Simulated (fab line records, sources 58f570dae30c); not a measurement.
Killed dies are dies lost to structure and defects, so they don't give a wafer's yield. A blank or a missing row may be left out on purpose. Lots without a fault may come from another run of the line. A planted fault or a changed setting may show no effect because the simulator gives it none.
Problem report in the 8D (eight disciplines) form, filled by code | flow berkeley_cmos170 | the parts of the form that need people (team, actions taken, sign-off) are left out

1. THE PROBLEM
PSD_RS at UCB170_SDANNEAL_RS_MEAS_02 reads a mean of 83.8 ohm/sq on 6 wafers of 2 lots; wafers without a fault read 75.6 ohm/sq with a standard deviation of 0.3. That is +27 standard deviations from the usual mean.
The step: measures by four-point-probe.
First seen on wafer L392.1, day 9 06:19, on film_metro-04. The record holds 42 wafers of 14 lots with a number at this step. Rule for "out", or "out of limits": more than 4 standard deviations from the usual mean. The other wafers with a number count as sound.

2. WHAT IT IS AND WHAT IT IS NOT
question                    | is                           | is not
which readings at this step | PSD_RS                       | -
which lots                  | L392, L394                   | L381, L382, L383, L385, L386, L387, L388, L389, L390, L395, L403, L404
which wafers of those lots  | all that have a number       | -
read on which gauges        | film_metro-02, film_metro-04 | film_metro-03
when                        | from day 9 06:19             | up to then (30 sound wafers); but 6 sound wafers of L403, L404 came after

3. SUSPECTS, AND WHAT RULES EACH OUT
Counting: a tool at a process step up to the reading stays a suspect if it ran every lot that is out and no sound lot after the first of them.
- the gauge at UCB170_SDANNEAL_RS_MEAS_02: ruled out. The wafers that are out were read on 2 gauges (film_metro-02, film_metro-04).
- rtp_anneal-02 at UCB170_SDANNEAL_RTA_01 (time 5 s): kept. It ran every lot that is out, first L392 (day 9 06:16), and no sound lot after that; its last sound lot up to then is L395 (day 9 05:41).
Left after counting: rtp_anneal-02 at UCB170_SDANNEAL_RTA_01.

4. THE CAUSE (what the simulator had put in)
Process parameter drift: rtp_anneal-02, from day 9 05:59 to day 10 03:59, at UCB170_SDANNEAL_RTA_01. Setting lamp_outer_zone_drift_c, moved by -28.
Counting left only this tool.

5. THE CHAIN OF EFFECTS, in route order
Each row: a reading whose mean over the struck wafers that have a number lies more than 3 standard deviations from the usual. Only readings for which the record gives a usual standard deviation are gone through. hours: the time from each lot's start at the first step in this table that gives one to its start at this step, as a median over the lots. sigmas: the change in usual standard deviations.
hours | step                       | reading | usual        | on struck wafers | change | sigmas
0     | UCB170_SDANNEAL_RS_MEAS_02 | PSD_RS  | 75.6 ohm/sq  | 83.8             | +8.2   | +27
0     | UCB170_SDANNEAL_RS_MEAS_03 | NSD_RS  | 37.30 ohm/sq | 38.44            | +1.14  | +13
0     | UCB170_SDANNEAL_RS_MEAS_04 | PLDD_RS | 1032 ohm/sq  | 1042             | +10    | +3.5

6. WHAT WOULD HAVE CAUGHT IT SOONER
In this record the first reading out of limits at a measuring or inspecting step was taken at day 9 06:19, 0 hours after the fault began at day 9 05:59.
Of the tool readings at UCB170_SDANNEAL_RTA_01 for which the record gives a usual standard deviation, none was out on any struck wafer, so an alarm limit of 4 standard deviations on them would not have fired.
Of the lots that are out (2), L394 began UCB170_SDANNEAL_RTA_01 on rtp_anneal-02 after day 9 06:19. A hold on the tool at that time would have spared it.
